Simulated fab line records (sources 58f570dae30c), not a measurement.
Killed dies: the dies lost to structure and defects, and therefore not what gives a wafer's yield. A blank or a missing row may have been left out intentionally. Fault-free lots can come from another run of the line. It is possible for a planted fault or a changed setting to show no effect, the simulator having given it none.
The tool behind it: which one? / flow berkeley_cmos170 / 21 wafers from 7 lots sampled at 2 of the route's 331 steps

## WHAT THE GAUGES SHOWED, per wafer
UCB170_PWELL_OVL_MEAS_13.
lot=L762; measured=day 3 11:16; on=overlay-02; PWELL_OVL (nm)=-2 1 3
lot=L764; measured=day 4 05:22; on=overlay-01; PWELL_OVL (nm)=0 4 4
lot=L766; measured=day 4 13:43; on=overlay-02; PWELL_OVL (nm)=2 -2 -5
lot=L768; measured=day 4 21:47; on=overlay-01; PWELL_OVL (nm)=0 3 1
lot=L771; measured=day 5 16:32; on=overlay-01; PWELL_OVL (nm)=-2 0 3
lot=L774; measured=day 6 05:08; on=overlay-02; PWELL_OVL (nm)=-4 1 -6
lot=L777; measured=day 6 14:38; on=overlay-02; PWELL_OVL (nm)=-6 -5 -7

## EACH LOT AND THE TOOL THAT RAN IT (in order: tool; ch and the chambers of the sampled wafers; start)
lot=L762; UCB170_ZERO_ETCH_06=rie_diel-04 ch 0,1,3, day 2 04:25
lot=L764; UCB170_ZERO_ETCH_06=rie_diel-04 ch 0,1,3, day 2 17:23
lot=L766; UCB170_ZERO_ETCH_06=rie_diel-04 ch 0,3, day 3 04:03
lot=L768; UCB170_ZERO_ETCH_06=rie_diel-02 ch 0,2, day 3 15:26
lot=L771; UCB170_ZERO_ETCH_06=rie_diel-02 ch 1,3, day 4 03:47
lot=L774; UCB170_ZERO_ETCH_06=rie_diel-02 ch 0,1, day 5 00:45
lot=L777; UCB170_ZERO_ETCH_06=rie_diel-04 ch 1,2, day 5 10:27
- UCB170_ZERO_ETCH_06: etches SiO2 in CHF3/CF4/Ar, time 12 s.

## THE ANSWER, worked out from the rows above alone
Rule: the lots themselves supply what counts as usual. Put in order of their means at a reading, lots are off if they are a third of the lots or fewer, leave a main group of 4 or more, and stand apart from it by a gap of 3 or more times the standard deviation of the main group's means; of several such gaps the widest counts. A main group is skipped when, at the precision printed for the reading in the tables above, its means are all equal. Also off: a lot with no number at a reading for which 4 or more lots have one. Where the step has rows for the other lots, those lots are counted as sound.
Nothing can be told from this: no lot is off at any reading shown.

## WHAT THE SIMULATOR HAD PUT IN
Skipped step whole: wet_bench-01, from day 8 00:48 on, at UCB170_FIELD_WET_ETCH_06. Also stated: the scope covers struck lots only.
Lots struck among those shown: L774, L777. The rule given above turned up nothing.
